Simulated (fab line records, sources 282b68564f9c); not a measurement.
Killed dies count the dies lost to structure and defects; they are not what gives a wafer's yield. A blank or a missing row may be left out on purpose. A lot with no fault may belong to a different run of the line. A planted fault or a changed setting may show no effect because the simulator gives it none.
Chamber matching    flow rit_cmos    RIT_CONTACT_ETCH_11 on rie_diel-02: 4 sister chambers
The step etches SiO2 in CHF3/CF4/Ar, stops on TiSi2, target depth 480 nm, time 320 s. 14 wafers are shown with their chamber, then 7 later ones without.

== WAFERS WITH THEIR CHAMBER ==
wafer   chamber  drypump_motor_current_A (A)  throttle_valve_pct (%)  oes_product_au (a.u.)
L424.3  0        6.5                          8.78                    0.983
L424.5  0        6.5                          8.79                    0.984
L424.6  3        6.1                          8.87                    1.021
L425.1  2        5.8                          8.92                    1.014
L425.2  0        6.5                          8.78                    0.978
L425.4  1        5.7                          8.67                    0.970
L428.1  3        6.1                          8.87                    1.021
L428.3  2        5.7                          8.91                    1.017
L428.6  3        6.0                          8.85                    1.021
L431.1  1        5.7                          8.68                    0.967
L431.4  2        5.7                          8.90                    1.016
L431.6  0        6.5                          8.78                    0.979
L432.2  3        6.1                          8.87                    1.029
L432.4  2        5.7                          8.91                    1.014

SIGNATURES (averages over the wafers above)
reading                  chamber 0  chamber 1  chamber 2  chamber 3  scatter within a chamber
drypump_motor_current_A  6.500      5.700      5.725      6.075      0.0387
throttle_valve_pct       8.7825     8.6750     8.9100     8.8650     0.00791
oes_product_au           0.98100    0.96850    1.01525    1.02300    0.00292
Rule: for each reading, subtract the chamber's mean from the wafer's reading, divide by that reading's scatter and square the result; add these up over the readings and take the root, which gives the wafer's distance from the chamber. The wafer belongs to the nearest chamber; if the next one is less than 2 further off, it can't be placed. The scatter is the square root of a quotient: the sum, over the shown wafers, of each reading's squared deviation from its chamber's mean, divided by wafers minus chambers.

== WAFERS WITH NO CHAMBER GIVEN ==
wafer   drypump_motor_current_A (A)  throttle_valve_pct (%)  oes_product_au (a.u.)
L432.5  6.1                          8.85                    1.027
L433.1  5.7                          8.90                    1.020
L433.3  6.5                          8.80                    0.972
L433.6  5.7                          8.90                    1.013
L435.1  6.6                          8.80                    0.979
L435.3  5.7                          8.70                    0.969
L435.4  6.1                          8.86                    1.023

== EACH ONE'S CHAMBER ==
wafer   from the rows above  in truth
L432.5  3                    3
L433.1  2                    2
L433.3  0                    0
L433.6  2                    2
L435.1  0                    0
L435.3  1                    1
L435.4  3                    3
Correctly placed: 7 of 7. Number that these rows cannot place: 0. Number placed wrongly: 0.
